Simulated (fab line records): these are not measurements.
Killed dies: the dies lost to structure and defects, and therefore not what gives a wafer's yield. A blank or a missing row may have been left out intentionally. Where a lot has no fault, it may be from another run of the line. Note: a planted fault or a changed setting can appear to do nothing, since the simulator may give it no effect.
One fault seen from 2 desks + flow ritCmos + only its own numbers are on each desk; what lay behind them is given at the end

DESK OF THE TOOL OWNER: wetBench-02
The tool's own readings at RIT_SDANNEAL_CLEAN_00 (cleans in SC1, time 600 s): means of the sampled wafers that have a number, for each lot that ran on this tool. A lot is out of limits, marked OUT, if its mean lies more than 4 standard deviations from the usual mean; the brackets give that distance.
Columns: A = runLengthS at RIT_SDANNEAL_CLEAN_00, usual 628 s
| lot  | first seen here | A             |
|------|-----------------|---------------|
| L471 | day 4 02:50     | 624           |
| L472 | day 4 09:06     | 627           |
| L474 | day 4 19:00     | 566 (-20) OUT |
| L477 | day 5 09:52     | 565 (-20) OUT |
| L488 | day 7 15:58     | 626           |
Finding of this desk: L474, L477 out of limits; the first was L474 at day 4 19:00, on runLengthS at RIT_SDANNEAL_CLEAN_00. L471, L472, L488 stayed within limits.

METROLOGY DESK
Lot by lot, what the gauges showed, no matter which tool ran the lot: averages of those sampled wafers that carry a number. A lot is out of limits, marked OUT, if its mean lies more than 4 standard deviations from the usual mean; the brackets give that distance.
Columns: A = NLDD_OVL at RIT_NLDD_OVL_MEAS_06, usual -0.4 nm; B = NSD_TW at RIT_NSD_TW_MEAS_10, usual 3166; C = cdNm at RIT_CONTACT_CD_MEAS_08, usual 1000.1 nm
| lot  | first seen here | A    | B    | C      |
|------|-----------------|------|------|--------|
| L467 | day 2 23:16     | -0.2 | 3159 | 1002.8 |
| L468 | day 3 07:49     | 0.7  | 3141 | 999.5  |
| L471 | day 3 19:12     | 0.5  | 3135 | 1000.8 |
| L472 | day 4 00:04     | -1.7 | 3180 | 998.4  |
| L473 | day 4 09:25     | -1.1 | 3185 | 999.2  |
| L474 | day 4 11:08     | -0.3 | 3136 | 998.7  |
| L475 | day 4 14:40     | -1.7 | 3172 | 1002.6 |
| L476 | day 4 20:05     | 1.5  | 3178 | 997.6  |
| L477 | day 5 02:13     | -1.9 | 3173 | 1000.9 |
| L484 | day 6 16:35     | -0.6 | 3172 | 1001.8 |
| L486 | day 7 00:47     | 0.3  | 3166 | 1001.4 |
| L487 | day 7 03:19     | 1.5  | 3163 | 1000.0 |
| L488 | day 7 07:25     | -0.1 | 3162 | 999.4  |
| L489 | day 7 13:33     | -0.1 | 3172 | 1001.6 |
This desk found nothing out of limits on any of the 14 lots.

PUT TOGETHER
On L474, L477, at day 4 19:00, an alarm was possible from the tool owner's desk.
The metrology desk saw nothing out of limits.
The metrology desk holds a record of L474, L477, inside its limits.
On wetBench-02, each named lot ran RIT_SDANNEAL_CLEAN_00.

WHAT HAD BEEN PUT IN BY THE SIMULATOR
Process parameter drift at RIT_SDANNEAL_CLEAN_00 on wetBench-02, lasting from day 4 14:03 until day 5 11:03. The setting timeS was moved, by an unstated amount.
Struck lots among those shown: L474, L477.
How many hours passed from the start of the fault until each desk's first out-of-limits reading: the tool owner's desk, 5.
